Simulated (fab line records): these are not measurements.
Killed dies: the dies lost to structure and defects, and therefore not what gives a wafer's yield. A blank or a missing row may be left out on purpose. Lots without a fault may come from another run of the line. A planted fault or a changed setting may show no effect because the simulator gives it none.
Which tool was responsible? | flow berkeley-cmos170 | 14 lots with 42 wafers sampled at 6 steps, on a route of 331 steps

== WHAT THE GAUGES SHOWED, per wafer ==
UCB170_GATE_THK_MEAS_05. Usual: GATE_POLY_THK typically reads 213.8 nm, with standard deviation 2.4.
lot  | measured     | on            | GATE_POLY_THK (nm) | flag
L695 | day 5 18:27  | film-metro-02 | 214.9 212.9 216.8  |
L694 | day 5 18:28  | film-metro-01 | 212.1 214.0 211.1  |
L696 | day 6 04:38  | film-metro-03 | 213.7 212.7 213.0  |
L704 | day 7 21:08  | film-metro-01 | 212.7 212.3 213.1  |
L705 | day 8 11:25  | film-metro-03 | 217.3 216.9 217.5  |
L707 | day 8 23:02  | film-metro-01 | 212.1 212.5 212.4  |
L708 | day 9 04:22  | film-metro-03 | 217.7 218.3 217.6  |
L709 | day 9 04:23  | film-metro-01 | 211.3 212.5 211.4  |
L713 | day 9 21:08  | film-metro-01 | 214.2 213.8 216.5  |
L714 | day 9 21:08  | film-metro-03 | 214.9 214.3 213.8  |
L712 | day 9 21:09  | film-metro-02 | 210.0 211.5 210.3  |
L715 | day 10 12:25 | film-metro-01 | 212.1 213.1 213.6  |
L716 | day 10 12:25 | film-metro-02 | 213.6 213.3 213.9  |
L717 | day 10 18:32 | film-metro-02 | 210.6 211.9 211.0  |

UCB170_NSD_OVL_MEAS_07. Usual: NSD_OVL typically reads 0 nm, with standard deviation 5.
lot  | measured     | on         | NSD_OVL (nm) | flag
L695 | day 6 10:50  | overlay-01 | -1 4 3       |
L694 | day 6 10:58  | overlay-02 | 8 5 -2       |
L696 | day 6 16:53  | overlay-02 | -3 -9 -7     |
L704 | day 8 09:16  | overlay-01 | 6 7 3        |
L705 | day 9 02:05  | overlay-02 | -2 -5 1      |
L707 | day 9 12:46  | overlay-01 | 12 10 10     |
L708 | day 9 20:16  | overlay-02 | -3 -5 -7     |
L709 | day 9 20:17  | overlay-01 | -6 -4 -3     |
L713 | day 10 14:37 | overlay-01 | 2 5 -2       |
L714 | day 10 14:58 | overlay-02 | -2 -2 1      |
L712 | day 10 14:45 | overlay-02 | 0 4 -5       |
L715 | day 11 04:02 | overlay-01 | 4 -3 2       |
L716 | day 11 04:08 | overlay-01 | -2 1 4       |
L717 | day 11 07:49 | overlay-01 | -8 2 1       |

UCB170_SDANNEAL_RS_MEAS_03: measurement is done with a four-point probe. Usual: NSD_RS typically reads 37.31 ohm/sq, with standard deviation 0.088.
lot  | measured     | on            | NSD_RS (ohm/sq)   | flag
L695 | day 6 12:35  | film-metro-02 | 37.36 37.32 37.33 |
L694 | day 6 12:37  | film-metro-03 | 37.44 37.30 37.39 |
L696 | day 6 18:52  | film-metro-04 | 37.25 37.30 37.31 |
L704 | day 8 13:18  | film-metro-03 | 32.65 32.72 32.77 | OFF
L705 | day 9 03:43  | film-metro-04 | 32.59 32.53 32.70 | OFF
L707 | day 9 14:17  | film-metro-03 | 37.10 37.14 37.13 |
L708 | day 9 23:32  | film-metro-02 | 37.22 37.25 37.19 |
L709 | day 9 23:35  | film-metro-04 | 37.18 37.24 37.22 |
L713 | day 10 16:58 | film-metro-04 | 37.36 37.34 37.34 |
L714 | day 10 17:06 | film-metro-03 | 37.23 37.22 37.19 |
L712 | day 10 16:47 | film-metro-02 | 37.32 37.36 37.47 |
L715 | day 11 05:35 | film-metro-03 | 37.22 37.27 37.29 |
L716 | day 11 05:47 | film-metro-02 | 37.22 37.30 37.31 |
L717 | day 11 09:37 | film-metro-03 | 37.24 37.22 37.23 |

== WHAT TOOL EACH LOT RAN ON (gives the tool, then ch and the chambers of the sampled wafers, and finally the start) ==
lot  | UCB170_GATE_ETCH_15              | UCB170_NSD_IMPLANT_08           | UCB170_NSD_STRIP_09
L695 | rie-si-02 ch 0,1, day 5 20:13    | implanter-01 ch 0, day 6 10:52  | plasma-asher-02 ch 0,1, day 6 11:01
L694 | rie-si-01 ch 0,1,2, day 5 20:05  | implanter-02 ch 0, day 6 11:02  | plasma-asher-01 ch 0,1, day 6 11:10
L696 | rie-si-01 ch 0,1, day 6 06:29    | implanter-02 ch 0, day 6 16:56  | plasma-asher-02 ch 0,1, day 6 17:04
L704 | rie-si-02 ch 0,1,2, day 7 22:33  | implanter-01 ch 0, day 8 09:19  | plasma-asher-03 ch 0,1, day 8 09:28
L705 | rie-si-02 ch 0,1, day 8 12:43    | implanter-01 ch 0, day 9 02:09  | plasma-asher-03 ch 0,1, day 9 02:16
L707 | rie-si-02 ch 1,2,3, day 9 00:29  | implanter-02 ch 0, day 9 12:47  | plasma-asher-03 ch 0,1, day 9 12:56
L708 | rie-si-01 ch 1,2, day 9 05:43    | implanter-02 ch 0, day 9 20:19  | plasma-asher-03 ch 0,1, day 9 20:28
L709 | rie-si-02 ch 1,2,3, day 9 06:02  | implanter-03 ch 0, day 9 20:22  | plasma-asher-01 ch 0,1, day 9 20:29
L713 | rie-si-02 ch 1,2,3, day 9 22:19  | implanter-03 ch 0, day 10 14:39 | plasma-asher-03 ch 0,1, day 10 14:48
L714 | rie-si-02 ch 0,3, day 9 22:48    | implanter-03 ch 0, day 10 15:01 | plasma-asher-03 ch 0,1, day 10 15:10
L712 | rie-si-01 ch 0,2,3, day 9 22:34  | implanter-02 ch 0, day 10 14:49 | plasma-asher-01 ch 0,1, day 10 14:57
L715 | rie-si-02 ch 0,1,3, day 10 14:33 | implanter-02 ch 0, day 11 04:05 | plasma-asher-03 ch 0,1, day 11 04:14
L716 | rie-si-01 ch 0,2,3, day 10 14:25 | implanter-02 ch 0, day 11 04:15 | plasma-asher-01 ch 0,1, day 11 04:23
L717 | rie-si-01 ch 2,3, day 10 19:37   | implanter-02 ch 0, day 11 07:52 | plasma-asher-03 ch 0,1, day 11 08:00
- UCB170_GATE_ETCH_15: etches poly-Si in HBr/Cl2, stops on SiO2, time 56.3 s, target depth 278.2 nm.
- UCB170_NSD_IMPLANT_08
- UCB170_NSD_STRIP_09: strips in O2.

== WHAT THE TOOLS THEMSELVES READ (means of the sampled wafers that have a number; where no wafer has one, the mark that the record gives instead) ==
UCB170_GATE_ETCH_15. Usual: drypump-motor-current-A 6.0 A, standard deviation 0.45; oes-product-au 0.835 a.u., standard deviation 0.018; throttle-valve-pct 26.42 %, standard deviation 0.2.
lot  | tool      | drypump-motor-current-A (A) | oes-product-au (a.u.) | throttle-valve-pct (%) | flag
L695 | rie-si-02 | 5.8                         | 0.852                 | 26.20                  |
L694 | rie-si-01 | 6.4                         | 0.830                 | 26.53                  |
L696 | rie-si-01 | 6.4                         | 0.836                 | 26.69                  |
L704 | rie-si-02 | 5.9                         | 0.838                 | 26.32                  |
L705 | rie-si-02 | 6.2                         | 0.851                 | 26.17                  |
L707 | rie-si-02 | 5.9                         | 0.816                 | 26.37                  |
L708 | rie-si-01 | 6.3                         | 0.852                 | 26.55                  |
L709 | rie-si-02 | 5.9                         | 0.817                 | 26.38                  |
L713 | rie-si-02 | 5.9                         | 0.824                 | 26.38                  |
L714 | rie-si-02 | 5.4                         | 0.825                 | 26.37                  |
L712 | rie-si-01 | 6.2                         | 0.829                 | 26.46                  |
L715 | rie-si-02 | 5.8                         | 0.824                 | 26.27                  |
L716 | rie-si-01 | 6.2                         | 0.833                 | 26.46                  |
L717 | rie-si-01 | 6.0                         | 0.836                 | 26.39                  |

UCB170_NSD_IMPLANT_08. Usual: dose-ions-cm2 3.0005e+15, standard deviation 2.8e+12; end-station-pressure-torr 1.26e-05 Torr, standard deviation 6.3e-07; faraday-current-uA 9237, standard deviation 180.
lot  | tool         | dose-ions-cm2 | end-station-pressure-torr (Torr) | faraday-current-uA | flag
L695 | implanter-01 | 3.0016e+15    | 1.19e-05                         | 9312               |
L694 | implanter-02 | 3.0012e+15    | 1.23e-05                         | 9140               |
L696 | implanter-02 | 2.9976e+15    | 1.26e-05                         | 9186               |
L704 | implanter-01 | 4.2727e+15    | 1.60e-05                         | 13132              | OFF
L705 | implanter-01 | 4.2716e+15    | 1.55e-05                         | 13214              | OFF
L707 | implanter-02 | 2.9980e+15    | 1.26e-05                         | 9295               |
L708 | implanter-02 | 3.0032e+15    | 1.27e-05                         | 9298               |
L709 | implanter-03 | 3.0005e+15    | 1.28e-05                         | 8893               |
L713 | implanter-03 | 2.9991e+15    | 1.30e-05                         | 9089               |
L714 | implanter-03 | 3.0007e+15    | 1.23e-05                         | 9422               |
L712 | implanter-02 | 3.0013e+15    | 1.25e-05                         | 9244               |
L715 | implanter-02 | 3.0016e+15    | 1.25e-05                         | 9147               |
L716 | implanter-02 | 3.0023e+15    | 1.25e-05                         | 9238               |
L717 | implanter-02 | 2.9994e+15    | 1.23e-05                         | 9219               |

UCB170_NSD_STRIP_09. Usual: drypump-motor-current-A 5.7 A, standard deviation 0.45; oes-product-au 0.525 a.u., standard deviation 0.0044; strip-time-to-endpoint-s 35.82 s, standard deviation 0.077.
lot  | tool            | drypump-motor-current-A (A) | oes-product-au (a.u.) | strip-time-to-endpoint-s (s) | flag
L695 | plasma-asher-02 | 5.7                         | 0.525                 | 35.78                        |
L694 | plasma-asher-01 | 5.7                         | 0.526                 | 35.79                        |
L696 | plasma-asher-02 | 5.7                         | 0.528                 | 35.85                        |
L704 | plasma-asher-03 | 6.0                         | 0.502                 | 39.34                        | OFF
L705 | plasma-asher-03 | 5.9                         | 0.502                 | 39.33                        | OFF
L707 | plasma-asher-03 | 5.7                         | 0.521                 | 35.75                        |
L708 | plasma-asher-03 | 5.7                         | 0.520                 | 35.78                        |
L709 | plasma-asher-01 | 6.1                         | 0.524                 | 35.82                        |
L713 | plasma-asher-03 | 5.9                         | 0.525                 | 35.80                        |
L714 | plasma-asher-03 | 5.7                         | 0.528                 | 35.91                        |
L712 | plasma-asher-01 | 6.1                         | 0.522                 | 35.81                        |
L715 | plasma-asher-03 | 5.7                         | 0.527                 | 35.73                        |
L716 | plasma-asher-01 | 6.1                         | 0.527                 | 36.02                        |
L717 | plasma-asher-03 | 5.7                         | 0.528                 | 35.93                        |

== THE ANSWER, worked out from the rows above alone ==
Rule: lot off if the mean of its wafers having a number is beyond 3 standard deviations from the usual mean. Also off: a lot with no number at a reading for which 4 or more lots have one. Any other lot the step has rows for is counted as sound. The gauges are gone through in route order, then the tools' own readings, and for those a lot's mean is taken as printed above. At the first step where some lot is off, the reading lying furthest off is the one used; lots without a number count as furthest.
Off: L704, L705, at UCB170_SDANNEAL_RS_MEAS_03 (NSD_RS).
A tool fits if, at a process step before that reading, it ran every lot that is off, and no sound lot after the first of them. The gauges at UCB170_SDANNEAL_RS_MEAS_03 aren't tried: what is off there is off at UCB170_NSD_IMPLANT_08 too, on other tools, and a gauge's error can't cause that. One fits: UCB170_NSD_IMPLANT_08 on implanter-01. Its last sound lot is L695 (day 6 10:52), its first lot that is off L704 (day 8 09:19): a fault that began between those two fits.
The tool's own readings at UCB170_NSD_IMPLANT_08 bear it out: on the lots that are off they differ by more than 5 times the standard deviation of the sound lots' means. dose-ions-cm2 reads 4.2722e+15 there against 3.0005e+15 on the sound lots; end-station-pressure-torr reads 1.57e-05 Torr there against 1.25e-05 Torr on the sound lots; faraday-current-uA reads 13173 there against 9207 on the sound lots.

== WHAT THE SIMULATOR HAD INSERTED ==
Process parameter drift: implanter-01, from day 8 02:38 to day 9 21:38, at UCB170_NSD_IMPLANT_08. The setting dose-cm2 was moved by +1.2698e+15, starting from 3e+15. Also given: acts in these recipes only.
Struck lots among those shown: L704, L705. Same finding as the rule above.
